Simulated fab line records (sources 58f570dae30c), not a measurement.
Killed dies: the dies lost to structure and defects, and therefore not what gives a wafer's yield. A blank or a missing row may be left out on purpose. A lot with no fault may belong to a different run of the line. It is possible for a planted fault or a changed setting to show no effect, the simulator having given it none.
Lot-split experiment / flow berkeley-cmos170 / route with 331 steps; 5 lots, 23 wafers read

== ON THE SPLIT ==
At UCB170_PWELL_CVD_05 (deposits Si3N4 from SiH2Cl2/NH3, target thk 220 nm, time 3300 s), the setting time-s was moved away from the recipe's 3300 s on 10 of the 23 wafers read, by -5.9% to +7.6%. The other wafers ran this setting at the recipe's value.

Split to reading: the file shows no intervening step.

== THE READING ==
PWELL_NITRIDE_THK, in nm, at UCB170_PWELL_THK_MEAS_06. Typical for fault-free wafers on this fab line: 219.4 nm, with standard deviation 2.1 nm.

wafer=L075.1; tool, chamber at the split=-, -; time-s as run, s=3105; against the recipe=-5.9%; PWELL_NITRIDE_THK, nm=209.2; against lot-mates on the recipe=no lot-mate on the recipe
wafer=L075.2; tool, chamber at the split=-, -; time-s as run, s=3105; against the recipe=-5.9%; PWELL_NITRIDE_THK, nm=206.3; against lot-mates on the recipe=no lot-mate on the recipe
wafer=L075.3; tool, chamber at the split=-, -; time-s as run, s=3105; against the recipe=-5.9%; PWELL_NITRIDE_THK, nm=208.1; against lot-mates on the recipe=no lot-mate on the recipe
wafer=L075.4; tool, chamber at the split=-, -; time-s as run, s=3105; against the recipe=-5.9%; PWELL_NITRIDE_THK, nm=207.1; against lot-mates on the recipe=no lot-mate on the recipe
wafer=L075.6; tool, chamber at the split=-, -; time-s as run, s=3105; against the recipe=-5.9%; PWELL_NITRIDE_THK, nm=207.5; against lot-mates on the recipe=no lot-mate on the recipe
wafer=L078.1; tool, chamber at the split=-, -; time-s as run, s=3300; against the recipe=recipe; PWELL_NITRIDE_THK, nm=220.3; against lot-mates on the recipe=-
wafer=L078.2; tool, chamber at the split=-, -; time-s as run, s=3300; against the recipe=recipe; PWELL_NITRIDE_THK, nm=216.8; against lot-mates on the recipe=-
wafer=L078.3; tool, chamber at the split=-, -; time-s as run, s=3300; against the recipe=recipe; PWELL_NITRIDE_THK, nm=218.7; against lot-mates on the recipe=-
wafer=L078.4; tool, chamber at the split=-, -; time-s as run, s=3300; against the recipe=recipe; PWELL_NITRIDE_THK, nm=219.7; against lot-mates on the recipe=-
wafer=L078.6; tool, chamber at the split=-, -; time-s as run, s=3300; against the recipe=recipe; PWELL_NITRIDE_THK, nm=219.4; against lot-mates on the recipe=-
wafer=L080.2; tool, chamber at the split=-, -; time-s as run, s=3300; against the recipe=recipe; PWELL_NITRIDE_THK, nm=220.9; against lot-mates on the recipe=-
wafer=L080.3; tool, chamber at the split=-, -; time-s as run, s=3300; against the recipe=recipe; PWELL_NITRIDE_THK, nm=221.3; against lot-mates on the recipe=-
wafer=L080.4; tool, chamber at the split=-, -; time-s as run, s=3300; against the recipe=recipe; PWELL_NITRIDE_THK, nm=219.9; against lot-mates on the recipe=-
wafer=L080.5; tool, chamber at the split=-, -; time-s as run, s=3300; against the recipe=recipe; PWELL_NITRIDE_THK, nm=220.7; against lot-mates on the recipe=-
wafer=L080.6; tool, chamber at the split=-, -; time-s as run, s=3300; against the recipe=recipe; PWELL_NITRIDE_THK, nm=220.4; against lot-mates on the recipe=-
wafer=L081.1; tool, chamber at the split=lpcvd-02, 0; time-s as run, s=3300; against the recipe=recipe; PWELL_NITRIDE_THK, nm=223.5; against lot-mates on the recipe=-
wafer=L081.2; tool, chamber at the split=lpcvd-02, 0; time-s as run, s=3300; against the recipe=recipe; PWELL_NITRIDE_THK, nm=221.5; against lot-mates on the recipe=-
wafer=L081.3; tool, chamber at the split=lpcvd-02, 0; time-s as run, s=3300; against the recipe=recipe; PWELL_NITRIDE_THK, nm=223.2; against lot-mates on the recipe=-
wafer=L082.1; tool, chamber at the split=-, -; time-s as run, s=3551; against the recipe=+7.6%; PWELL_NITRIDE_THK, nm=234.8; against lot-mates on the recipe=no lot-mate on the recipe
wafer=L082.2; tool, chamber at the split=-, -; time-s as run, s=3551; against the recipe=+7.6%; PWELL_NITRIDE_THK, nm=236.8; against lot-mates on the recipe=no lot-mate on the recipe
wafer=L082.3; tool, chamber at the split=-, -; time-s as run, s=3551; against the recipe=+7.6%; PWELL_NITRIDE_THK, nm=233.4; against lot-mates on the recipe=no lot-mate on the recipe
wafer=L082.4; tool, chamber at the split=-, -; time-s as run, s=3551; against the recipe=+7.6%; PWELL_NITRIDE_THK, nm=234.9; against lot-mates on the recipe=no lot-mate on the recipe
wafer=L082.6; tool, chamber at the split=-, -; time-s as run, s=3551; against the recipe=+7.6%; PWELL_NITRIDE_THK, nm=235.3; against lot-mates on the recipe=no lot-mate on the recipe

FIT RESULTS
A straight line over all 23 wafers: PWELL_NITRIDE_THK changes by +2.02 nm for each +1% of time-s; r = +0.99; the points scatter about the line by 1.6 nm.
Too few moved wafers with a lot-mate on the recipe to fit a line net of each lot's own level.

== THE WHOLE CHAIN: every reading that the file lists as answering this split, in the file's order ==
step=UCB170_PWELL_CVD_05; what it does=deposits Si3N4 from SiH2Cl2/NH3, target thk 220 nm, time 3300 s; reading=Si3N4_of_PWELL_CVD_05.thk-nm (the simulator's own value, which no gauge read); change (the file's fit)=+2.01 nm for each +1% of the setting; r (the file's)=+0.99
step=UCB170_PWELL_THK_MEAS_06; what it does=; reading=PWELL_NITRIDE_THK; change (the file's fit)=+2.02 for each +1% of the setting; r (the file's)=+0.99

== FILE'S OWN FIT ==
PWELL_NITRIDE_THK changes by +2.02 nm for each +1% of time-s, r = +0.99.
